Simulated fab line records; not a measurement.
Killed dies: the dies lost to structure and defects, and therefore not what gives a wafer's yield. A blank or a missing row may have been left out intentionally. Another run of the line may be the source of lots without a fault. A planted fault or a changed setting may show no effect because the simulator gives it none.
Which tool is to blame? :: flow berkeley cmos170 :: Sampling: 7 lots, 21 wafers, 2 of 331 route steps

## WHAT THE GAUGES READ, wafer by wafer
UCB170_PSD_CD_MEAS_06 targets a cd of 1200 nm.
lot: L629
measured: day 8 15:18
on: cd sem-02
cd nm (nm): 1198.8 1199.4 1198.8

lot: L632
measured: day 8 15:54
on: cd sem-02
cd nm (nm): 1197.2 1196.9 1196.9

lot: L633
measured: day 9 18:40
on: cd sem-01
cd nm (nm): 1201.7 1202.5 1202.6

lot: L635
measured: day 9 19:00
on: cd sem-01
cd nm (nm): 1202.7 1201.8 1202.5

lot: L639
measured: day 10 19:44
on: cd sem-01
cd nm (nm): 1200.1 1200.3 1200.8

lot: L645
measured: day 12 08:01
on: cd sem-02
cd nm (nm): 1191.5 1192.4 1191.1

lot: L651
measured: day 13 09:53
on: cd sem-02
cd nm (nm): 1198.9 1198.9 1197.5

## WHICH TOOL RAN EACH LOT (tool, then ch and the chambers of the sampled wafers, then the start)
lot: L629
UCB170_PSD_PEB_04: litho track-02 ch 0, day 8 15:02

lot: L632
UCB170_PSD_PEB_04: litho track-02 ch 0, day 8 15:38

lot: L633
UCB170_PSD_PEB_04: litho track-01 ch 0, day 9 18:23

lot: L635
UCB170_PSD_PEB_04: litho track-01 ch 0, day 9 18:44

lot: L639
UCB170_PSD_PEB_04: litho track-02 ch 0, day 10 19:28

lot: L645
UCB170_PSD_PEB_04: litho track-01 ch 0, day 12 07:44

lot: L651
UCB170_PSD_PEB_04: litho track-02 ch 0, day 13 09:37
- UCB170_PSD_PEB_04

## THE ANSWER, worked out from the rows above alone
Rule: the lots themselves supply what counts as usual. The widest of any qualifying gaps counts: lots, ordered by their means at a reading, are off when they make up no more than a third of the lots, leave a main group of 4 or more, and stand apart from it by 3 or more times the standard deviation of that group's means. A main group is skipped when, at the precision printed for the reading in the tables above, its means are all equal. A lot without any number at a reading at which 4 lots or more have one is off too. All remaining lots with rows at the step are treated as sound.
Nothing can be told from this: no lot is off at any reading shown.

## WHAT THE SIMULATOR PUT IN
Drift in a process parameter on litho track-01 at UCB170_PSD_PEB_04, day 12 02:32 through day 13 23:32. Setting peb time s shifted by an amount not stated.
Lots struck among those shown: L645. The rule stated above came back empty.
